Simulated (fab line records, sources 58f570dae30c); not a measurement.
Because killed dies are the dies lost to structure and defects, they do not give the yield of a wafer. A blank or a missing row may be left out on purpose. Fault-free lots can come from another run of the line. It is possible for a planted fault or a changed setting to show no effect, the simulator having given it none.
Check for tools in common / flow berkeley-cmos170 / 15 lots, 45 wafers sampled

## WHY THIS WAS OPENED
Of 15 lots, 3 have the reading PLDD_RS flagged at UCB170_SDANNEAL_RS_MEAS_04. No-fault wafers: 1031.4 ohm/sq, standard deviation 2.3.
Rule: a lot is flagged in two cases, either no wafer of it has a number, or all its wafers with numbers fall more than 4 standard deviations from that mean. As for the other lots, they are considered sound.

lot=L898; measured=day 7 08:43; on=film-metro-04; PLDD_RS (ohm/sq), wafer by wafer=1028.3 1030.0 1028.8; flag=
lot=L900; measured=day 7 10:49; on=film-metro-01; PLDD_RS (ohm/sq), wafer by wafer=1032.0 1028.5 1028.7; flag=
lot=L899; measured=day 7 11:05; on=film-metro-04; PLDD_RS (ohm/sq), wafer by wafer=1036.1 1034.8 1035.0; flag=
lot=L903; measured=day 8 07:47; on=film-metro-02; PLDD_RS (ohm/sq), wafer by wafer=1030.3 1034.9 1032.6; flag=
lot=L905; measured=day 8 08:16; on=film-metro-01; PLDD_RS (ohm/sq), wafer by wafer=1033.7 1033.5 1032.2; flag=
lot=L904; measured=day 8 08:17; on=film-metro-04; PLDD_RS (ohm/sq), wafer by wafer=1032.2 1030.3 1030.5; flag=
lot=L906; measured=day 8 17:28; on=film-metro-02; PLDD_RS (ohm/sq), wafer by wafer=1032.7 1030.8 1030.2; flag=
lot=L911; measured=day 9 04:31; on=film-metro-01; PLDD_RS (ohm/sq), wafer by wafer=1032.7 1031.2 1031.0; flag=
lot=L908; measured=day 9 04:58; on=film-metro-04; PLDD_RS (ohm/sq), wafer by wafer=1036.1 1032.4 1031.5; flag=
lot=L907; measured=day 9 05:55; on=film-metro-02; PLDD_RS (ohm/sq), wafer by wafer=1029.8 1034.0 1028.8; flag=
lot=L916; measured=day 10 10:00; on=film-metro-01; PLDD_RS (ohm/sq), wafer by wafer=987.1 989.2 987.7; flag=FLAGGED
lot=L915; measured=day 10 10:11; on=film-metro-04; PLDD_RS (ohm/sq), wafer by wafer=986.1 986.1 989.7; flag=FLAGGED
lot=L914; measured=day 10 10:23; on=film-metro-02; PLDD_RS (ohm/sq), wafer by wafer=989.8 989.0 989.8; flag=FLAGGED
lot=L919; measured=day 10 20:13; on=film-metro-02; PLDD_RS (ohm/sq), wafer by wafer=1033.6 1030.9 1031.1; flag=
lot=L920; measured=day 11 10:10; on=film-metro-04; PLDD_RS (ohm/sq), wafer by wafer=1030.2 1032.3 1033.6; flag=
The mean of the flagged lots' numbers is 988.3 ohm/sq, -43.1 ohm/sq from the usual (-19 standard deviations).

## WHICH TOOL EACH LOT WENT THROUGH
The record holds 1 process step before the reading, out of a route of 331 steps. Each cell gives the tool, then ch followed by the chambers the sampled wafers passed through, then the start.
lot=L898; flag=; UCB170_SPACER_ANNEAL_02=furnace-02 ch 0, day 7 02:12
lot=L900; flag=; UCB170_SPACER_ANNEAL_02=furnace-02 ch 0, day 7 02:12
lot=L899; flag=; UCB170_SPACER_ANNEAL_02=furnace-02 ch 0, day 7 02:12
lot=L903; flag=; UCB170_SPACER_ANNEAL_02=furnace-01 ch 0, day 8 01:08
lot=L905; flag=; UCB170_SPACER_ANNEAL_02=furnace-01 ch 0, day 8 01:08
lot=L904; flag=; UCB170_SPACER_ANNEAL_02=furnace-01 ch 0, day 8 01:08
lot=L906; flag=; UCB170_SPACER_ANNEAL_02=furnace-04 ch 0, day 8 09:24
lot=L911; flag=; UCB170_SPACER_ANNEAL_02=furnace-02 ch 0, day 8 21:25
lot=L908; flag=; UCB170_SPACER_ANNEAL_02=furnace-02 ch 0, day 8 21:25
lot=L907; flag=; UCB170_SPACER_ANNEAL_02=furnace-02 ch 0, day 8 21:25
lot=L916; flag=FLAGGED; UCB170_SPACER_ANNEAL_02=furnace-02 ch 0, day 10 02:20
lot=L915; flag=FLAGGED; UCB170_SPACER_ANNEAL_02=furnace-02 ch 0, day 10 02:20
lot=L914; flag=FLAGGED; UCB170_SPACER_ANNEAL_02=furnace-02 ch 0, day 10 02:20
lot=L919; flag=; UCB170_SPACER_ANNEAL_02=furnace-01 ch 0, day 10 12:40
lot=L920; flag=; UCB170_SPACER_ANNEAL_02=furnace-01 ch 0, day 11 02:43
What these steps do:
- UCB170_SPACER_ANNEAL_02: time 1800 s.
- UCB170_SDANNEAL_RS_MEAS_04: measures by four-point-probe.

## FLAGGED OVER TOTAL, TOOL BY TOOL (the gauges that took the reading come last)
step=UCB170_SPACER_ANNEAL_02; tool=furnace-01; lots run=5; flagged=0; share of the flagged lots=none; sound lots run after its first flagged lot=-
step=UCB170_SPACER_ANNEAL_02; tool=furnace-02; lots run=9; flagged=3; share of the flagged lots=all; sound lots run after its first flagged lot=0
step=UCB170_SPACER_ANNEAL_02; tool=furnace-04; lots run=1; flagged=0; share of the flagged lots=none; sound lots run after its first flagged lot=-
step=UCB170_SDANNEAL_RS_MEAS_04; tool=film-metro-01; lots run=4; flagged=1; share of the flagged lots=some; sound lots run after its first flagged lot=0
step=UCB170_SDANNEAL_RS_MEAS_04; tool=film-metro-02; lots run=5; flagged=1; share of the flagged lots=some; sound lots run after its first flagged lot=1 (L919)
step=UCB170_SDANNEAL_RS_MEAS_04; tool=film-metro-04; lots run=6; flagged=1; share of the flagged lots=some; sound lots run after its first flagged lot=1 (L920)

## WHAT THE TABLE ALLOWS
In the table, 1 row covers all flagged lots: furnace-02 at UCB170_SPACER_ANNEAL_02.
- furnace-02 at UCB170_SPACER_ANNEAL_02 ran 9 lots, 3 of them flagged. Last sound lot L907 at day 8 21:25, first flagged lot L914 at day 10 02:20; a fault beginning in between fits. Its own readings (spike-tc-centre-C, spike-tc-load-C, tube-center-temp-C, tube_center_temp_C_max) fall more than 4 standard deviations out on all wafers of the flagged lots.
What remains is a single tool, furnace-02 at UCB170_SPACER_ANNEAL_02.

## WHAT HAD BEEN PUT IN BY THE SIMULATOR
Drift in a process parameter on furnace-02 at UCB170_SPACER_ANNEAL_02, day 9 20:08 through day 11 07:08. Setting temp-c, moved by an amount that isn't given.
Struck lots among those shown: L916, L915, L914. The rule given above showed the same thing.
